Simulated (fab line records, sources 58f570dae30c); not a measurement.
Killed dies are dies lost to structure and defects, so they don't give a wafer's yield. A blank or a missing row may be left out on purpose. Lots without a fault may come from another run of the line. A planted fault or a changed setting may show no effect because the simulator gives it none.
One fault seen from 2 desks | flow berkeley_cmos170 | each desk has only its own numbers; what lay behind them comes last

THE METROLOGY DESK
What the gauges read, lot by lot, whatever tool the lot ran on: means of the sampled wafers that have a number. A lot is out of limits, marked OUT, if its mean lies more than 4 standard deviations from the usual mean; the brackets give that distance.
Columns: A = PWELL_NITRIDE_THK at UCB170_PWELL_THK_MEAS_06, usual 220.7 nm; B = M3_AL_RS at UCB170_M3_RS_MEAS_02, usual 0.0320 ohm/sq; C = M3_AL_THK at UCB170_M3_THK_MEAS_03, usual 895 nm
lot  | first seen here | A     | B                 | C
L355 | day 3 14:01     | 222.5 | 0.0320            | 897
L356 | day 3 20:08     | 218.9 | 0.0322            | 892
L359 | day 4 04:25     | 219.4 | 0.0319            | 902
L357 | day 4 04:30     | 220.3 | 0.0321            | 897
L360 | day 4 13:40     | 221.1 | 0.0314            | 916
L362 | day 4 23:44     | 218.8 | 0.0328            | 879
L364 | day 5 11:43     | 219.1 | 0.0321            | 897
L367 | day 6 00:43     | 218.3 | 0.0316            | 904
L369 | day 6 09:19     | 219.6 | 0.0316            | 907
L371 | day 7 03:35     | 219.9 | 0.0320            | 889
L374 | day 7 11:29     | 223.2 | 0.0323            | 884
L375 | day 8 04:01     | 218.1 | 0.0321            | 885
L377 | day 8 07:41     | 227.5 | 0.0351 (+8.3) OUT | 830 (-5.4) OUT
This desk's finding: out of limits on L377; first on L377, day 13 20:50 (M3_AL_RS at UCB170_M3_RS_MEAS_02). In limits: L355, L356, L359, L357, L360, L362, L364, L367, L369, L371, L374, L375.

THE TOOL OWNER'S DESK: pvd_sputter-02
The tool's own readings at UCB170_M3_SPUTTER_01 (material Al, target thk 900 nm, time 120 s): means of the sampled wafers that have a number, for each lot that ran on this tool. A lot is out of limits, marked OUT, if its mean lies more than 4 standard deviations from the usual mean; the brackets give that distance.
Columns: A = throttle_valve_pct at UCB170_M3_SPUTTER_01, usual 30.5 %
lot  | first seen here | A
L359 | day 9 19:55     | 31.0
L364 | day 10 23:41    | 29.9
L377 | day 13 20:42    | 30.8
This desk's finding: nothing out of limits on any of the 3 lots.

PUT TOGETHER
The metrology desk could have raised an alarm at day 13 20:50, on L377.
The tool owner's desk saw nothing out of limits.
The tool owner's desk has L377 on record, within its limits.
Of the lots named, all ran UCB170_M3_SPUTTER_01 on pvd_sputter-02.

WHAT THE SIMULATOR HAD PUT IN
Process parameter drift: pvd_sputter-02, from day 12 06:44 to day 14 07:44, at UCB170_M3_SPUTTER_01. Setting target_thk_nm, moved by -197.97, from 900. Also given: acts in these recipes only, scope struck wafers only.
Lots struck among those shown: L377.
Hours from the fault's start to each desk's first reading out of limits: the metrology desk, 38.
